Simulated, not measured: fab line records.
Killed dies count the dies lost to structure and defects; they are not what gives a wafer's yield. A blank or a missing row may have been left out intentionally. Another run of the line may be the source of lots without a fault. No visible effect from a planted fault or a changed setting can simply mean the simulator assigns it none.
A lot that was struck, set against a sound lot -- flow ritCmos -- 15 steps out of a route of 202
Sound: wafers L596.2, L596.3, L596.4. Wafers L594.1, L594.2, L594.6 were the ones struck. The cause comes at the end.
Each step with rows lists, per side, the tool, then ch with its chambers, then its first start. Under that, the readings that differ: sound wafers -- struck wafers -- difference of the means -- sigmas: that difference in standard deviations of wafers without a fault.
alike: readings with means less than 2 such deviations apart, plus words and numbers identical on both sides. not compared: withheld readings, readings lacking a value on some wafer, bounds such as >300 that could conceal the same value, and numbers that have no deviation in the record and whose values overlap.
Wherever a step has rows on one side only, a row that says differs or no value, or a row with sigmas, the two part there. Non-overlapping numbers with no deviation appear without sigmas and do not part them. Lack of a reading on every wafer of one side parts them only where that side has two or more wafers.

first, 1 step without rows for these wafers: RIT_PRETRO_DEVELOP_05 (develop time 68 s).
RIT_PRETRO_OVL_MEAS_06:
  struck on overlay-01, day 5 01:10; sound on overlay-01, day 5 11:30
reading,sound,struck,difference,sigmas
PRETRO_OVL (nm),0.5 1.9 2.5,-1.6 -0.8 -0.6,-2.6,-2
then, 2 steps without rows for these wafers: RIT_PRETRO_HARDBAKE_07 (time 120 s); RIT_PRETRO_IMPLANT_08.
RIT_PRETRO_STRIP_09: strips in O2, time 180 s.
  sound on plasmaAsher-01 ch 0,1, day 5 11:56; struck on plasmaAsher-04 ch 0,1, day 5 01:50
  alike: drypumpMotorCurrentA
  not compared: rfHoursCounterH
RIT_PRETRO_TW_MEAS_10:
  struck on filmMetro-04, day 5 02:01; sound on filmMetro-02, day 5 12:07
  alike: PRETRO_TW
then, 5 steps without rows for these wafers: RIT_GATE_WET_ETCH_00 (etches SiO2 in BOE, target depth 56 nm, time 60 s); RIT_GATE_CLEAN_01 (cleans in SC1, time 581.4 s); RIT_GATE_CLEAN_02 (cleans in dHF, time 30 s); RIT_GATE_CLEAN_03 (cleans in SC2, time 600 s); RIT_GATE_CLEAN_04 (cleans in dHF, time 60 s).
RIT_FOX2_THK_MEAS_91:
  struck on filmMetro-04, day 5 02:29; sound on filmMetro-04, day 5 12:38
  alike: FIELD_OXIDE_LEFT_2_THK
RIT_GATE_OXIDATION_05: target thk 3 nm, ox time 270 s.
  sound on furnace-02 ch 0, day 5 12:41; struck on furnace-04, day 5 02:33
  no value came back on the struck wafers for oxTempC (C), oxTempCMax, spikeTcLoadC (C); on the sound wafers oxTempC (C) reads 899.9 899.8 899.9
then, 2 steps without rows for these wafers: RIT_GATE_ANNEAL_06 (time 600 s); RIT_GATE_CVD_08 (deposits poly-Si from SiH4, target thk 250 nm, time 2220 s).

WHERE THEY PART
Earliest at RIT_PRETRO_OVL_MEAS_06; latest, in this record, at RIT_GATE_OXIDATION_05.

WHY: what had been put in by the simulator
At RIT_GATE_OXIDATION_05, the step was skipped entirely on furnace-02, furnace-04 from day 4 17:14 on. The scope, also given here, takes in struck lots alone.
